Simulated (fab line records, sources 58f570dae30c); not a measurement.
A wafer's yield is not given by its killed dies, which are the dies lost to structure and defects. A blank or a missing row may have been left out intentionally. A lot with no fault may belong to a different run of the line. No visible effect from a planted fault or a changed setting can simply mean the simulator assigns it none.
Split-lot trial / flow berkeleyCmos170 / 23 wafers read across 5 lots, on a route 331 steps long

THE SPLIT ITSELF
At UCB170_V2_EXPOSE_09 (exposes mask VIA2, target cd 700 nm), the setting doseMj was moved away from the recipe's 37 on 9 of the 23 wafers read, by -3.5% to +5.0%. This setting was run at the recipe's value on the other wafers.

FROM THE SPLIT TO THE READING: what the file shows between them, 5 steps
- UCB170_V2_PEB_10
- UCB170_V2_DEVELOP_11: develop time 45 s
- UCB170_V2_CD_MEAS_12: target cd 700 nm
- UCB170_V2_ETCH_14: etches SiO2 in CHF3/CF4/Ar, stops on Al, target depth 1250 nm, time 291 s
- UCB170_V2_STRIP_15: strips in O2

THE READING
Shown in nm: cdNm at UCB170_V2_CD_MEAS_90, with target cd 700 nm. On this fab line, fault-free wafers typically give 700.1 nm with a standard deviation of 1.7 nm.

wafer=L074.1; tool, chamber at the split=krfScanner-01, 0; doseMj as run=37; against the recipe=recipe; cdNm, nm=700.5; against lot-mates on the recipe=-
wafer=L074.2; tool, chamber at the split=krfScanner-01, 0; doseMj as run=37; against the recipe=recipe; cdNm, nm=701.0; against lot-mates on the recipe=-
wafer=L074.5; tool, chamber at the split=krfScanner-01, 0; doseMj as run=37; against the recipe=recipe; cdNm, nm=700.1; against lot-mates on the recipe=-
wafer=L078.1; tool, chamber at the split=krfScanner-01, 0; doseMj as run=35.92; against the recipe=-2.9%; cdNm, nm=695.9; against lot-mates on the recipe=-5.7
wafer=L078.3; tool, chamber at the split=krfScanner-01, 0; doseMj as run=35.92; against the recipe=-2.9%; cdNm, nm=697.1; against lot-mates on the recipe=-4.5
wafer=L078.4; tool, chamber at the split=krfScanner-01, 0; doseMj as run=37; against the recipe=recipe; cdNm, nm=703.1; against lot-mates on the recipe=-
wafer=L078.5; tool, chamber at the split=krfScanner-01, 0; doseMj as run=37; against the recipe=recipe; cdNm, nm=700.1; against lot-mates on the recipe=-
wafer=L078.6; tool, chamber at the split=krfScanner-01, 0; doseMj as run=35.92; against the recipe=-2.9%; cdNm, nm=695.8; against lot-mates on the recipe=-5.8
wafer=L080.2; tool, chamber at the split=krfScanner-02, 0; doseMj as run=35.71; against the recipe=-3.5%; cdNm, nm=696.5; against lot-mates on the recipe=-5.5
wafer=L080.3; tool, chamber at the split=krfScanner-02, 0; doseMj as run=35.71; against the recipe=-3.5%; cdNm, nm=694.1; against lot-mates on the recipe=-7.9
wafer=L080.4; tool, chamber at the split=krfScanner-02, 0; doseMj as run=37; against the recipe=recipe; cdNm, nm=701.8; against lot-mates on the recipe=-
wafer=L080.5; tool, chamber at the split=krfScanner-02, 0; doseMj as run=37; against the recipe=recipe; cdNm, nm=702.2; against lot-mates on the recipe=-
wafer=L080.6; tool, chamber at the split=krfScanner-02, 0; doseMj as run=35.71; against the recipe=-3.5%; cdNm, nm=693.5; against lot-mates on the recipe=-8.5
wafer=L081.1; tool, chamber at the split=krfScanner-01, 0; doseMj as run=38.85; against the recipe=+5.0%; cdNm, nm=709.9; against lot-mates on the recipe=+9.6
wafer=L081.2; tool, chamber at the split=krfScanner-01, 0; doseMj as run=38.85; against the recipe=+5.0%; cdNm, nm=705.6; against lot-mates on the recipe=+5.4
wafer=L081.3; tool, chamber at the split=krfScanner-01, 0; doseMj as run=37; against the recipe=recipe; cdNm, nm=700.3; against lot-mates on the recipe=-
wafer=L081.5; tool, chamber at the split=krfScanner-01, 0; doseMj as run=38.85; against the recipe=+5.0%; cdNm, nm=708.8; against lot-mates on the recipe=+8.5
wafer=L081.6; tool, chamber at the split=krfScanner-01, 0; doseMj as run=37; against the recipe=recipe; cdNm, nm=700.2; against lot-mates on the recipe=-
wafer=L084.2; tool, chamber at the split=krfScanner-01, 0; doseMj as run=37; against the recipe=recipe; cdNm, nm=698.7; against lot-mates on the recipe=-
wafer=L084.3; tool, chamber at the split=krfScanner-01, 0; doseMj as run=37; against the recipe=recipe; cdNm, nm=699.5; against lot-mates on the recipe=-
wafer=L084.4; tool, chamber at the split=krfScanner-01, 0; doseMj as run=37; against the recipe=recipe; cdNm, nm=699.1; against lot-mates on the recipe=-
wafer=L084.5; tool, chamber at the split=krfScanner-01, 0; doseMj as run=37; against the recipe=recipe; cdNm, nm=699.6; against lot-mates on the recipe=-
wafer=L084.6; tool, chamber at the split=krfScanner-01, 0; doseMj as run=37; against the recipe=recipe; cdNm, nm=698.9; against lot-mates on the recipe=-

FIT RESULTS
A straight line over all 23 wafers: cdNm changes by +1.54 nm for each +1% of doseMj; r = +0.95; the points scatter about the line by 1.3 nm.
The same after taking each lot's own level away (the mean of its wafers on the recipe; 23 wafers): +1.75 nm for each +1%; r = +0.97; scatter 1.1 nm.
That fit puts the effect of the largest move of doseMj on the reading at 8.7 nm.
Across the lots, their own levels run from 699.16 to 702.00 nm, a range of 1.7 times the standard deviation given above.
Hence the slope depends on the lot-to-lot level, as the two fits are not the same.
Check: +8.05 nm against its lot-mates is what the line predicts for one of the wafers moved furthest among these (+5.0%) when that wafer is left out of the fit. Against them it came out at +9.65 nm.

THE OTHER SPLITS THESE WAFERS WENT THROUGH
Note: prior to the reading, these wafers also went through further splits. Each is held against what the fit with the lots' levels taken away leaves over:
other split on the same wafers=UCB170_V2_COAT_07 resistThkNm; wafers away from the commonest value=6; r with cdNm (lot level and that fit taken away)=-0.37

THE WHOLE CHAIN: every reading that the file lists as answering this split, in the file's order
step=UCB170_V2_CD_MEAS_12; what it does=target cd 700 nm; reading=cdNm; change (the file's fit)=+1.78 nm for each +1% of the setting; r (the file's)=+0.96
step=UCB170_V2_ETCH_14; what it does=etches SiO2 in CHF3/CF4/Ar, stops on Al, target depth 1250 nm, time 291 s; reading=V2.cdNm (the simulator's own value, which no gauge read); change (the file's fit)=+1.74 nm for each +1% of the setting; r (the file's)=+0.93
step=UCB170_V2_CD_MEAS_90; what it does=target cd 700 nm; reading=cdNm; change (the file's fit)=+1.76 nm for each +1% of the setting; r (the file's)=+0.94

THE FILE'S OWN FIT
cdNm changes by +1.76 nm for each +1% of doseMj, r = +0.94.
